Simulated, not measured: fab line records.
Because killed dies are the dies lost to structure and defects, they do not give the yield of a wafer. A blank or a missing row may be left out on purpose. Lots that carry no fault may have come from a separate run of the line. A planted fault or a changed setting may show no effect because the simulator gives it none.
Struck lot and sound lot, side by side | flow rit_cmos | 44 steps out of a route of 202
Sound: the wafers L208.1, L208.5, L208.6. The struck wafers were L219.1, L219.5, L219.6. Last of all comes the cause.
At each step with rows: each side's tool, then ch and its chambers, then its first start. Under that, the readings that differ: sound wafers | struck wafers | difference of the means | sigmas: that difference in standard deviations of wafers without a fault.
alike: a reading whose means differ by less than 2 such deviations, as well as words and numbers matching on both sides. not compared: withheld readings; readings where some wafer has no value; bounds like >300 that might hide an equal value; numbers whose values overlap and for which the record gives no deviation.
A row with sigmas, a row that says differs or no value, or rows on one side alone: a step with any of these is where the two part. Non-overlapping numbers with no deviation appear without sigmas and do not part them. A reading missing from all wafers of one side parts the sides only when that side holds two or more wafers.

first, 4 steps without rows for these wafers: RIT_PLDD_SOFTBAKE_02 (time 60 s); RIT_PLDD_EXPOSE_03 (exposes mask M8, target cd 40900 nm); RIT_PLDD_PEB_04; RIT_PLDD_DEVELOP_05 (develop time 51.36 s).
RIT_PLDD_OVL_MEAS_06:
  sound on overlay-01 at day 2 19:10; struck on overlay-02 at day 5 02:32
  alike: PLDD_OVL
then, 2 steps without rows for these wafers: RIT_PLDD_HARDBAKE_07 (time 60 s); RIT_PLDD_IMPLANT_08.
RIT_PLDD_STRIP_09: strips in O2, time 180 s.
  sound on plasma_asher-02 ch 0,1, day 2 19:30; struck on plasma_asher-02 ch 0,1, day 5 02:53
  alike: drypump_motor_current_A, rf_refl_power_W
  not compared: rf_hours_counter_h
RIT_PLDD_TW_MEAS_10:
  sound on film_metro-01 at day 2 19:40; struck on film_metro-02 at day 5 03:03
  alike: PLDD_TW
then, 3 steps without rows for these wafers: RIT_SPACER_CLEAN_00 (cleans in SC1, time 600 s); RIT_SPACER_CLEAN_01 (cleans in dHF, time 30 s); RIT_SPACER_CLEAN_02 (cleans in SC2, time 600 s).
RIT_SPACER_CVD_03: deposits Si3N4 from SiH2Cl2/NH3, target thk 250 nm, time 3300 s.
  sound on lpcvd-02 ch 1, day 2 20:06; struck on lpcvd-01 ch 0, day 5 03:29
  reading                                  | sound             | struck          | difference | sigmas
  model.Si3N4_of_SPACER_CVD_03.thk_nm (nm) | 246.1 248.2 246.7 | 156.7 153 154.3 | -92.3      |
RIT_SPACER_THK_MEAS_04:
  sound on film_metro-02 at day 2 22:01; struck on film_metro-02 at day 5 05:24
  reading                 | sound             | struck            | difference | sigmas
  SPACER_NITRIDE_THK (nm) | 246.0 248.3 246.7 | 156.9 153.0 154.4 | -92.2      | -34
RIT_SPACER_ETCHBACK_05: etches Si3N4 in SF6/CHF3, stops on SiO2, target depth 250 nm, time 240 s.
  sound on rie_diel-04 ch 2,3, day 2 22:05; struck on rie_diel-02 ch 2,3, day 5 05:28
  reading                  | sound             | struck            | difference | sigmas
  oes_product_au (a.u.)    | 0.850 0.844 0.853 | 0.608 0.600 0.594 | -0.248     | -17
  model.etch.depth_nm (nm) | 246.1 248.2 246.7 | 156.7 153 154.3   | -92.3      |
  alike: drypump_motor_current_A, throttle_valve_pct
  not compared: rf_hours_counter_h
then, 6 steps without rows for these wafers: RIT_NSD_HMDS_00 (prime time 60 s); RIT_NSD_COAT_01 (resist thk 1000 nm); RIT_NSD_SOFTBAKE_02 (time 60 s); RIT_NSD_EXPOSE_03 (exposes mask M9, target cd 40700 nm); RIT_NSD_PEB_04; RIT_NSD_DEVELOP_05 (develop time 50 s).
RIT_NSD_OVL_MEAS_06:
  sound on overlay-01 at day 2 23:17; struck on overlay-01 at day 5 06:35
  alike: NSD_OVL
then, 2 steps without rows for these wafers: RIT_NSD_HARDBAKE_07 (time 60 s); RIT_NSD_IMPLANT_08.
RIT_NSD_STRIP_09: strips in O2, time 180 s.
  sound on plasma_asher-02 ch 0,1, day 2 23:37; struck on plasma_asher-02 ch 0,1, day 5 06:55
  alike: drypump_motor_current_A, rf_refl_power_W
  not compared: rf_hours_counter_h
RIT_NSD_TW_MEAS_10:
  sound on film_metro-01 at day 2 23:47; struck on film_metro-02 at day 5 07:05
  reading | sound          | struck         | difference | sigmas
  NSD_TW  | 3094 3104 3089 | 3125 3141 3123 | +34        | +2
then, 6 steps without rows for these wafers: RIT_PSD_HMDS_00 (prime time 60 s); RIT_PSD_COAT_01 (resist thk 1000 nm); RIT_PSD_SOFTBAKE_02 (time 60 s); RIT_PSD_EXPOSE_03 (exposes mask M10, target cd 40900 nm); RIT_PSD_PEB_04; RIT_PSD_DEVELOP_05 (develop time 50 s).
RIT_PSD_OVL_MEAS_06:
  sound on overlay-02 at day 3 00:42; struck on overlay-01 at day 5 08:00
  alike: PSD_OVL
then, 2 steps without rows for these wafers: RIT_PSD_HARDBAKE_07 (time 60 s); RIT_PSD_IMPLANT_08.
RIT_PSD_STRIP_09: strips in O2, time 180 s.
  sound on plasma_asher-04 ch 0,1, day 3 01:02; struck on plasma_asher-01 ch 0,1, day 5 08:20
  alike: drypump_motor_current_A, rf_refl_power_W
  not compared: rf_hours_counter_h
RIT_PSD_TW_MEAS_10:
  sound on film_metro-03 at day 3 01:13; struck on film_metro-03 at day 5 08:31
  alike: PSD_TW
then, 3 steps without rows for these wafers: RIT_SDANNEAL_CLEAN_00 (cleans in SC1, time 600 s); RIT_SDANNEAL_CLEAN_01 (cleans in dHF, time 30 s); RIT_SDANNEAL_CLEAN_02 (cleans in SC2, time 600 s).
RIT_SDANNEAL_RTA_03: time 5 s.
  sound on rtp_anneal-02 ch 0, day 3 01:38; struck on rtp_anneal-01 ch 0, day 5 08:56
  alike: wafer_temp_C_max
RIT_SDANNEAL_RS_MEAS_04: the measuring method here is four-point-probe.
  sound on film_metro-02 at day 3 01:42; struck on film_metro-03 at day 5 09:00
  alike: PSD_RS
RIT_SILICIDE_WET_ETCH_00: etches SiO2 in BOE, target depth 14 nm, time 15.32 s.
  sound on wet_bench-04 ch 2, day 3 02:11; struck on wet_bench-04 ch 0, day 5 09:29
  reading                                  | sound             | struck        | difference | sigmas
  model.Si3N4_of_SPACER_CVD_03.thk_nm (nm) | 192.5 192.1 193.4 | 121.6 119 119 | -72.8      |
  alike: temp_c
RIT_M1_PROBE_99:
  sound on prober-02 at day 3 08:58; struck on prober-02 at day 5 16:41
  alike: killed_at_front_end, killed_dies, killed_on_rim, killed_open, killed_short

== WHERE THEY PART ==
At RIT_SPACER_THK_MEAS_04 first; at RIT_NSD_TW_MEAS_10 last (within this record only). Later steps at which nothing parts them and some readings are alike: RIT_PSD_OVL_MEAS_06, RIT_PSD_STRIP_09, RIT_PSD_TW_MEAS_10, RIT_SDANNEAL_RTA_03, RIT_SDANNEAL_RS_MEAS_04, RIT_SILICIDE_WET_ETCH_00, RIT_M1_PROBE_99.

WHY: what the simulator had put in
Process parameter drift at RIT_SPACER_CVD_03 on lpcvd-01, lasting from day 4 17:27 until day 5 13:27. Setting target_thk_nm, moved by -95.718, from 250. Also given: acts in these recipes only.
